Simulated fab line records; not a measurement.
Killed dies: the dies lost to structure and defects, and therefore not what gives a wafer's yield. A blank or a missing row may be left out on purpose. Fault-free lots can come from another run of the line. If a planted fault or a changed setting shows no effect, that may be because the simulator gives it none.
A struck lot beside a sound one    flow rit cmos    21 steps out of a route of 202
Sound: wafers L733.3, L733.5, L733.6. Wafers L726.2, L726.4, L726.6 were the ones struck. The cause is given at the end.
At each step with rows: each side's tool, then ch and its chambers, then its first start. Under that, the readings that differ: sound wafers    struck wafers    difference of the means    sigmas: that difference in standard deviations of wafers without a fault.
alike: readings with means less than 2 such deviations apart, plus words and numbers identical on both sides. not compared: withheld readings, readings lacking a value on some wafer, bounds such as >300 that could conceal the same value, and numbers that have no deviation in the record and whose values overlap.
Wherever a step has rows on one side only, a row that says differs or no value, or a row with sigmas, the two part there. Numbers that have no deviation but don't overlap get no sigmas and don't part them. Lack of a reading on every wafer of one side parts them only where that side has two or more wafers.

first, 4 steps without rows for these wafers: RIT_ACTIVE_CLEAN_15 (cleans in SC1, time 600 s); RIT_ACTIVE_CLEAN_16 (cleans in dHF, time 30 s); RIT_ACTIVE_CLEAN_17 (cleans in SC2, time 600 s); RIT_FOX1_OXIDATION_00 (target thk 350.7 nm, ox time 1130 s).
RIT_FOX1_THK_MEAS_01:
  struck on film metro-04, day 3 23:58; sound on film metro-02, day 5 11:43
  alike: FOX1_OXIDE_THK
then, 2 steps without rows for these wafers: RIT_FOX1_WET_ETCH_02 (etches SiO2 in BOE, target depth 350 nm, time 390 s); RIT_FOX2_OXIDATION_00 (target thk 350.7 nm, ox time 1130 s).
RIT_FOX2_THK_MEAS_01:
  struck on film metro-02, day 4 02:27; sound on film metro-03, day 5 13:28
  alike: FOX2_OXIDE_THK
then, 2 steps without rows for these wafers: RIT_FOX2_CLEAN_02 (cleans in dHF, time 180 s); RIT_FOX2_WET_ETCH_03 (etches Si3N4 in H3PO4, target depth 195 nm, time 2700 s).
RIT_FOX2_THK_MEAS_90:
  struck on film metro-03, day 4 03:24; sound on film metro-03, day 5 14:20
  alike: FIELD_OXIDE_LEFT_1_THK
then, 1 step without rows for these wafers: RIT_NWELL_HMDS_00 (prime time 60 s).
RIT_NWELL_COAT_01: resist thk 1300 nm.
  sound on litho track-03 ch 0, day 5 14:35; struck on litho track-02 ch 0, day 4 03:37
reading                                     sound                 struck                difference  sigmas
spin speed rpm (rpm)                        1998.9 2000.7 2001.8  1309.3 1307.9 1306.3  -692.6      -99 or more
model.NOVOLAK_of_NWELL_COAT_01.thk nm (nm)  1306 1299 1304        1615 1609 1611        +309        
then, 4 steps without rows for these wafers: RIT_NWELL_SOFTBAKE_02 (time 60 s); RIT_NWELL_EXPOSE_03 (exposes mask M2, target cd 43900 nm); RIT_NWELL_PEB_04; RIT_NWELL_DEVELOP_05 (develop time 68 s).
RIT_NWELL_OVL_MEAS_06:
  struck on overlay-01, day 4 04:20; sound on overlay-01, day 5 15:24
  alike: NWELL_OVL
RIT_NWELL_HARDBAKE_07: time 120 s.
  sound on litho track-04 ch 0, day 5 15:30; struck on litho track-04 ch 0, day 4 04:25
reading                                     sound           struck          difference  sigmas
model.NOVOLAK_of_NWELL_COAT_01.thk nm (nm)  1142 1136 1140  1408 1403 1405  +266        
after that, 1 step had no rows for these wafers: RIT_NWELL_IMPLANT_08.
RIT_M1_PROBE_99:
  struck on prober-01, day 5 20:09; sound on prober-02, day 7 08:34
  alike: killed at contacts, killed at front end, killed dies, killed open, killed short

== WHERE THEY PART ==
At RIT_NWELL_COAT_01 and nowhere else, as far as this record goes. Later steps at which nothing parts them and some readings are alike: RIT_NWELL_OVL_MEAS_06, RIT_M1_PROBE_99.

WHY: whatever the simulator had introduced
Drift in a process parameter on litho track-02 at RIT_NWELL_COAT_01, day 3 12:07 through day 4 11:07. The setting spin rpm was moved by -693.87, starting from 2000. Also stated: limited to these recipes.
